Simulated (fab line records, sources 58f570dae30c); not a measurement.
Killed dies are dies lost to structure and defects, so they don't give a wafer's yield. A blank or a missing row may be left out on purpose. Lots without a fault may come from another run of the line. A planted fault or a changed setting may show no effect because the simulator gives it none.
Which tool did it? | flow berkeley_cmos170 | 14 lots, 42 wafers sampled, at 2 steps of a route of 331

WHAT THE GAUGES READ, wafer by wafer
UCB170_V2_THK_MEAS_01. Usual: V2_TEOS_THK 2004 nm, standard deviation 26.
lot  | measured     | on            | V2_TEOS_THK (nm)              | flag
L529 | day 8 17:56  | film_metro-01 | 2009 2030 2026                |
L530 | day 8 18:55  | film_metro-01 | 1993 2040 2046                |
L531 | day 9 02:40  | film_metro-02 | 2025 2043 2022                |
L535 | day 9 20:03  | film_metro-04 | 1979 2035 2018                |
L536 | day 9 21:26  | film_metro-02 | 1964 1997 2039                |
L537 | day 10 07:43 | film_metro-02 | 1968 1968 1996                |
L539 | day 10 07:55 | film_metro-01 | 1977 1975 2023                |
L538 | day 10 09:36 | film_metro-04 | 1988 1982 2030                |
L541 | day 10 20:37 | film_metro-04 | 1997 2041 2014                |
L545 | day 11 18:14 | film_metro-04 | 1993 2044 2015                |
L543 | day 11 22:25 | film_metro-01 | 2088 2091 2107 2089 2093 2108 | OFF
L547 | day 12 09:05 | film_metro-01 | 2074 2125 2118 2073 2123 2119 | OFF
L552 | day 12 23:20 | film_metro-04 | 1988 2009 2045                |
L551 | day 13 15:40 | film_metro-01 | 2014 2033 2031                |

WHICH TOOL RAN EACH LOT (tool, then ch and the chambers of the sampled wafers, then the start)
lot  | UCB170_V2_CVD_00
L529 | pecvd-02 ch 1,2, day 8 17:47
L530 | pecvd-04 ch 1,2, day 8 18:45
L531 | pecvd-04 ch 1,2, day 9 02:31
L535 | pecvd-02 ch 0,2, day 9 19:53
L536 | pecvd-04 ch 0,1,2, day 9 21:17
L537 | pecvd-04 ch 0,1, day 10 07:34
L539 | pecvd-02 ch 0,1, day 10 07:45
L538 | pecvd-04 ch 1,2, day 10 09:26
L541 | pecvd-03 ch 1,2, day 10 20:26
L545 | pecvd-02 ch 1,2, day 11 18:05
L543 | pecvd-02 ch 0,2, day 11 22:15
L547 | pecvd-02 ch 0,2, day 12 08:54
L552 | pecvd-04 ch 0,1, day 12 23:10
L551 | pecvd-04 ch 0,1,2, day 13 15:30
- UCB170_V2_CVD_00: deposits SiO2 from TEOS/O2, target thk 2000 nm, time 250 s.

WHAT THE TOOLS THEMSELVES READ (means of the sampled wafers that have a number; where no wafer has one, the mark that the record gives instead)
UCB170_V2_CVD_00. Usual: heater_power_w 216 W, standard deviation 54; rf_fwd_power_W 547.9 W, standard deviation 1.7.
lot  | tool     | heater_power_w (W) | rf_fwd_power_W (W) | flag
L529 | pecvd-02 | 169                | 547.6              |
L530 | pecvd-04 | 196                | 547.3              |
L531 | pecvd-04 | 242                | 548.3              |
L535 | pecvd-02 | 169                | 547.5              |
L536 | pecvd-04 | 226                | 548.0              |
L537 | pecvd-04 | 254                | 548.6              |
L539 | pecvd-02 | 181                | 546.1              |
L538 | pecvd-04 | 241                | 546.6              |
L541 | pecvd-03 | 226                | 548.3              |
L545 | pecvd-02 | 153                | 551.4              |
L543 | pecvd-02 | 181                | 549.1              |
L547 | pecvd-02 | 168                | 548.1              |
L552 | pecvd-04 | 276                | 546.4              |
L551 | pecvd-04 | 262                | 549.4              |

THE ANSWER, worked out from the rows above alone
Rule: a lot is off if the mean of its wafers that have a number lies more than 3 standard deviations from the usual mean. A lot without any number at a reading at which 4 lots or more have one is off too. The other lots that the step has rows for count as sound. The gauges are gone through in route order, then the tools' own readings, and for those a lot's mean is taken as printed above. The first step at which some lot is off is used, and at that step the reading that is off furthest; a lot without a number counts as furthest.
Off: L543, L547, at UCB170_V2_THK_MEAS_01 (V2_TEOS_THK).
A tool fits if, at a process step before that reading, it ran every lot that is off, and no sound lot after the first of them. The gauges at UCB170_V2_THK_MEAS_01 are tried like those tools. One fits: pecvd-02 at UCB170_V2_CVD_00. Its last sound lot is L545 (day 11 18:05), its first lot that is off L543 (day 11 22:15): a fault that began between those two fits.

WHAT THE SIMULATOR HAD PUT IN
Process parameter drift: pecvd-02, from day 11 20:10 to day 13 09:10, at UCB170_V2_CVD_00. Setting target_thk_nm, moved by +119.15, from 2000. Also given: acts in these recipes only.
Lots struck among those shown: L543, L547. The rule above found the same.
